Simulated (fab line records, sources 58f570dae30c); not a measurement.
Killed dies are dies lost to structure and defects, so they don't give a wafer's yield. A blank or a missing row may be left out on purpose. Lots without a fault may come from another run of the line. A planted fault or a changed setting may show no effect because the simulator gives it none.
A struck lot beside a sound one | flow berkeley_cmos170 | 32 steps out of a route of 331
Sound: wafers L571.1, L571.5, L571.6. Struck: wafers L578.1, L578.3, L578.5. The cause comes at the end.
At each step with rows: each side's tool, then ch and its chambers, then its first start. Under that, the readings that differ: sound wafers | struck wafers | difference of the means | sigmas: that difference in standard deviations of wafers without a fault.
alike: readings whose means differ by less than 2 such deviations, and words and numbers that are the same on both sides. not compared: withheld readings, readings that some wafer has no value for, bounds like >300 that may hide the same value, and numbers for which the record gives no deviation and whose values overlap.
The two part at a step that has a row with sigmas, a row that says differs or no value, or rows on one side only. Numbers that don't overlap but have no deviation are shown without sigmas and don't part them. A reading that every wafer of one side lacks parts them only if that side has two wafers or more.

first, 6 steps without rows for these wafers: UCB170_V1_HMDS_06 (prime time 60 s); UCB170_V1_COAT_07 (resist thk 900 nm); UCB170_V1_SOFTBAKE_08 (time 60 s); UCB170_V1_EXPOSE_09 (exposes mask VIA1, target cd 700 nm); UCB170_V1_PEB_10; UCB170_V1_DEVELOP_11 (develop time 45 s).
UCB170_V1_CD_MEAS_12: target cd 700 nm.
  sound on cd_sem-02, day 10 09:59; struck on cd_sem-02, day 11 14:01
  reading    | sound             | struck            | difference | sigmas
  cd_nm (nm) | 701.6 701.9 701.4 | 698.4 699.5 698.0 | -3.0       | -2
UCB170_V1_OVL_MEAS_13:
  sound on overlay-01, day 10 10:07; struck on overlay-02, day 11 14:08
  alike: V1_OVL
UCB170_V1_ETCH_14: etches SiO2 in CHF3/CF4/Ar, stops on Al, target depth 1250 nm, time 291 s.
  sound on rie_diel-01 ch 1,2, day 10 10:09; struck on rie_diel-03 ch 2,3, day 11 14:10
  alike: drypump_motor_current_A, oes_product_au, rf_fwd_power_W, throttle_valve_pct
  not compared: rf_hours_counter_h
UCB170_V1_STRIP_15: strips in O2.
  sound on plasma_asher-04 ch 0,1, day 10 10:20; struck on plasma_asher-02 ch 0,1, day 11 14:21
  reading                      | sound             | struck            | difference | sigmas
  strip_time_to_endpoint_s (s) | 15.49 15.47 15.56 | 15.23 15.21 15.21 | -0.29      | -3
  alike: drypump_motor_current_A, oes_product_au
  not compared: rf_hours_counter_h
UCB170_V1_CD_MEAS_90: target cd 700 nm.
  sound on cd_sem-02, day 10 10:26; struck on cd_sem-02, day 11 14:27
  reading    | sound             | struck            | difference | sigmas
  cd_nm (nm) | 701.7 701.9 702.0 | 697.8 699.5 698.9 | -3.1       | -2
then, 1 step without rows for these wafers: UCB170_M2_PRE_CLEAN_00 (preclean etch time 60 s).
UCB170_M2_SPUTTER_01: material Al, target thk 900 nm, time 120 s.
  sound on pvd_sputter-04, day 10 10:37; struck on pvd_sputter-04, day 11 14:38
  reading                               | sound           | struck          | difference | sigmas
  model.Al_of_M2_SPUTTER_01.thk_nm (nm) | 904 896.6 898.9 | 815.3 805 811.8 | -89.1      |
  alike: throttle_valve_pct
UCB170_M2_RS_MEAS_02: measures by four-point-probe.
  sound on film_metro-03, day 10 10:42; struck on film_metro-03, day 11 14:43
  reading           | sound                | struck               | difference | sigmas
  M2_AL_RS (ohm/sq) | 0.0320 0.0322 0.0321 | 0.0354 0.0359 0.0356 | +0.0035    | +9
UCB170_M2_THK_MEAS_03: measures by xrf.
  sound on film_metro-03, day 10 10:49; struck on film_metro-03, day 11 14:50
  reading        | sound       | struck      | difference | sigmas
  M2_AL_THK (nm) | 902 897 898 | 816 809 817 | -85        | -7
then, 3 steps without rows for these wafers: UCB170_M2_HMDS_04 (prime time 60 s); UCB170_M2_COAT_05 (resist thk 900 nm); UCB170_M2_SOFTBAKE_06 (time 60 s).
UCB170_M2_STRIP_07: strips in O2.
  sound on plasma_asher-04 ch 0,1, day 10 11:20; struck on plasma_asher-04 ch 1, day 11 15:21
  alike: drypump_motor_current_A, oes_product_au, strip_time_to_endpoint_s
  not compared: rf_hours_counter_h
then, 7 steps without rows for these wafers: UCB170_M2_STRIP_08 (strips KrF in DMSO, time 600 s); UCB170_M2_COAT_09; UCB170_M2_COAT_10 (resist thk 900 nm); UCB170_M2_SOFTBAKE_11 (time 60 s); UCB170_M2_EXPOSE_12 (exposes mask METAL2, target cd 700 nm); UCB170_M2_PEB_13; UCB170_M2_DEVELOP_14 (develop time 45 s).
UCB170_M2_CD_MEAS_15: target cd 700 nm.
  sound on cd_sem-02, day 10 13:19; struck on cd_sem-01, day 11 16:42
  alike: cd_nm
UCB170_M2_OVL_MEAS_16:
  sound on overlay-01, day 10 13:26; struck on overlay-02, day 11 16:49
  alike: M2_OVL
UCB170_M2_ETCH_17: etches BARC in N2/H2.
  sound on rie_diel-03 ch 0,1,3, day 10 13:28; struck on rie_diel-04 ch 0,2,3, day 11 16:52
  alike: drypump_motor_current_A, oes_product_au, rf_fwd_power_W, throttle_valve_pct
UCB170_M2_METAL_ETCH_18: etches Al in Cl2/BCl3, stops on SiO2, target depth 1170 nm, time 195 s.
  sound on rie_metal-01 ch 0,1, day 10 13:31; struck on rie_metal-04 ch 0, day 11 16:54
  reading               | sound             | struck            | difference | sigmas
  oes_product_au (a.u.) | 0.855 0.854 0.857 | 0.807 0.800 0.815 | -0.048     | -6
  alike: drypump_motor_current_A, he_backside_leak_sccm, rf_fwd_power_W, throttle_valve_pct
  not compared: rf_hours_counter_h
UCB170_M2_STRIP_19: strips in O2.
  sound on plasma_asher-03 ch 0,1, day 10 13:42; struck on plasma_asher-04 ch 0,1, day 11 17:17
  alike: drypump_motor_current_A, oes_product_au
  not compared: rf_hours_counter_h
then, 1 step without rows for these wafers: UCB170_M3_PROBE_99.

WHERE THEY PART
First at UCB170_V1_CD_MEAS_12; last, within this record, at UCB170_M2_METAL_ETCH_18. Later steps at which nothing parts them and some readings are alike: UCB170_M2_STRIP_19.

WHY: what the simulator had put in
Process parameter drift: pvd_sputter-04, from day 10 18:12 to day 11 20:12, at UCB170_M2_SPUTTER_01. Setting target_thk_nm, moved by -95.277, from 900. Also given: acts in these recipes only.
